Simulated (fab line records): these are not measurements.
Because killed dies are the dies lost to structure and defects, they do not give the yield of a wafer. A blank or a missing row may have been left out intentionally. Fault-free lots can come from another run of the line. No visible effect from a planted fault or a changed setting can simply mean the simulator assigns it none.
2 desks, one fault || flow ritCmos || numbers are kept per desk, each desk with only its own; the story behind them comes last

== DESK OF THE TOOL OWNER: implanter-02 ==
The tool's own readings at RIT_PSD_IMPLANT_08, given as means over the sampled wafers that have a number, one for each lot that went through this tool. If a lot's mean is further than 4 standard deviations from the usual mean, the lot is out of limits and carries the mark OUT (the distance appears in the brackets).
Columns: A = beamEnergyKeV at RIT_PSD_IMPLANT_08, usual 26.999
{"lot": "L369", "first seen here": "day 3 21:02", "A": 27.013}
{"lot": "L371", "first seen here": "day 4 08:58", "A": 27.001}
{"lot": "L372", "first seen here": "day 4 10:43", "A": 27.008}
{"lot": "L373", "first seen here": "day 4 19:07", "A": 26.991}
{"lot": "L375", "first seen here": "day 5 02:45", "A": "25.113 (-99 or more) OUT"}
{"lot": "L376", "first seen here": "day 5 09:17", "A": "25.108 (-99 or more) OUT"}
{"lot": "L377", "first seen here": "day 5 17:40", "A": "25.117 (-99 or more) OUT"}
This desk's verdict: out of limits on L375, L376, L377, starting with L375 at day 5 02:45 (beamEnergyKeV at RIT_PSD_IMPLANT_08). In limits: L369, L371, L372, L373.

== AT THE METROLOGY DESK ==
Means of the sampled wafers that have a number, per lot and without regard to the tool the lot ran on: this is what the gauges read. If a lot's mean is further than 4 standard deviations from the usual mean, the lot is out of limits and carries the mark OUT (the distance appears in the brackets).
Columns: A = GATE_OVL at RIT_GATE_OVL_MEAS_17, usual 0.4 nm; B = PLDD_OVL at RIT_PLDD_OVL_MEAS_06, usual 0.9 nm; C = PSD_TW at RIT_PSD_TW_MEAS_10, usual 3433; D = PSD_RS at RIT_SDANNEAL_RS_MEAS_04, usual 116.1 ohm/sq
{"lot": "L366", "first seen here": "day 2 16:10", "A": 0.7, "B": -1.3, "C": 3447, "D": 116.2}
{"lot": "L367", "first seen here": "day 2 21:08", "A": -0.0, "B": -0.6, "C": 3456, "D": 116.5}
{"lot": "L368", "first seen here": "day 3 00:00", "A": 0.7, "B": 0.9, "C": 3448, "D": 116.2}
{"lot": "L369", "first seen here": "day 3 07:50", "A": 0.5, "B": 0.7, "C": 3435, "D": 116.1}
{"lot": "L371", "first seen here": "day 3 20:30", "A": 0.1, "B": 2.0, "C": 3444, "D": 116.1}
{"lot": "L372", "first seen here": "day 3 21:22", "A": -0.8, "B": 1.9, "C": 3447, "D": 116.4}
{"lot": "L373", "first seen here": "day 4 05:22", "A": -1.0, "B": 3.3, "C": 3451, "D": 115.9}
{"lot": "L375", "first seen here": "day 4 14:25", "A": -0.7, "B": 1.2, "C": "3355 (-4.6) OUT", "D": "120.3 (+13) OUT"}
{"lot": "L376", "first seen here": "day 4 18:56", "A": -0.9, "B": 1.2, "C": "3354 (-4.6) OUT", "D": "120.8 (+14) OUT"}
{"lot": "L377", "first seen here": "day 5 04:15", "A": -0.9, "B": 1.8, "C": 3389, "D": "120.7 (+14) OUT"}
{"lot": "L380", "first seen here": "day 5 17:35", "A": 1.7, "B": -0.0, "C": 3444, "D": 116.2}
{"lot": "L382", "first seen here": "day 6 00:53", "A": 0.3, "B": -0.3, "C": 3428, "D": 115.9}
{"lot": "L383", "first seen here": "day 6 09:51", "A": 0.7, "B": 0.0, "C": 3422, "D": 116.3}
{"lot": "L386", "first seen here": "day 6 22:13", "A": 1.1, "B": 3.2, "C": 3438, "D": 115.7}
{"lot": "L388", "first seen here": "day 7 04:55", "A": 0.4, "B": -1.3, "C": 3432, "D": 115.7}
Per this desk, out of limits: L375, L376, L377; the first was L375, day 5 03:04 (PSD_TW at RIT_PSD_TW_MEAS_10). In limits: L366, L367, L368, L369, L371, L372, L373, L380, L382, L383, L386, L388.

== BROUGHT TOGETHER ==
The tool owner's desk had the chance to raise an alarm at day 5 02:45 on L375, L376, L377.
Metrology desk: alarm possible at day 5 03:04 on L375, L376, L377.
RIT_PSD_IMPLANT_08 was run on implanter-02 by each of the lots named.

== WHAT WAS PUT IN BY THE SIMULATOR ==
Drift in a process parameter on implanter-02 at RIT_PSD_IMPLANT_08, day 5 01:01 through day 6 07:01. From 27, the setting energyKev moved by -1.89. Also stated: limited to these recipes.
Lots struck among those shown: L375, L376, L377.
Counting hours from when the fault started, the first reading out of limits came at 2 for the tool owner's desk and at 2 for the metrology desk.
